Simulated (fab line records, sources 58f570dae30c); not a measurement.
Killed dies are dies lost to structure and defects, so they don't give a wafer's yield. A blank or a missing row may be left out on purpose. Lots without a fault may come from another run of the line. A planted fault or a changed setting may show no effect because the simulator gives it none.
Which tool did it? | flow berkeley_cmos170 | 7 lots, 21 wafers sampled, at 2 steps of a route of 331

WHAT THE GAUGES READ, wafer by wafer
UCB170_SDANNEAL_RS_MEAS_04: measures by four-point-probe.
lot  | measured     | on            | PLDD_RS (ohm/sq)
L472 | day 8 15:07  | film_metro-03 | 1032.0 1034.1 1030.4
L475 | day 9 09:31  | film_metro-02 | 1033.5 1033.1 1034.0
L481 | day 9 22:20  | film_metro-04 | 1074.3 1083.2 1080.2
L484 | day 11 01:48 | film_metro-04 | 1071.6 1072.9 1072.5
L488 | day 11 11:57 | film_metro-02 | 1031.7 1033.5 1033.0
L490 | day 12 07:00 | film_metro-03 | 1037.5 1032.2 1035.7
L494 | day 12 22:30 | film_metro-02 | 1031.3 1032.2 1031.0

WHICH TOOL RAN EACH LOT (tool, then ch and the chambers of the sampled wafers, then the start)
lot  | UCB170_PLDD_IMPLANT_08
L472 | implanter-04 ch 0, day 7 21:26
L475 | implanter-01 ch 0, day 8 12:53
L481 | implanter-04 ch 0, day 9 05:02
L484 | implanter-04 ch 0, day 10 06:58
L488 | implanter-02 ch 0, day 10 20:07
L490 | implanter-02 ch 0, day 11 11:44
L494 | implanter-01 ch 0, day 12 02:34
- UCB170_PLDD_IMPLANT_08

THE ANSWER, worked out from the rows above alone
Rule: what is usual is taken from the lots themselves. Put in order of their means at a reading, lots are off if they are a third of the lots or fewer, leave a main group of 4 or more, and stand apart from it by a gap of 3 or more times the standard deviation of the main group's means; of several such gaps the widest counts. A main group whose means are all the same, to the digits that the tables above print for the reading, isn't used. A lot without any number at a reading at which 4 lots or more have one is off too. The other lots that the step has rows for count as sound.
Off: L481, L484, at UCB170_SDANNEAL_RS_MEAS_04 (PLDD_RS). The main group: mean 1033.0 ohm/sq, standard deviation 1.3.
A tool fits if, at a process step before that reading, it ran every lot that is off, and no sound lot after the first of them. The gauges at UCB170_SDANNEAL_RS_MEAS_04 are tried like those tools. Can't be told from this: 2 tools fit, implanter-04 at UCB170_PLDD_IMPLANT_08, film_metro-04 at UCB170_SDANNEAL_RS_MEAS_04.

WHAT THE SIMULATOR HAD PUT IN
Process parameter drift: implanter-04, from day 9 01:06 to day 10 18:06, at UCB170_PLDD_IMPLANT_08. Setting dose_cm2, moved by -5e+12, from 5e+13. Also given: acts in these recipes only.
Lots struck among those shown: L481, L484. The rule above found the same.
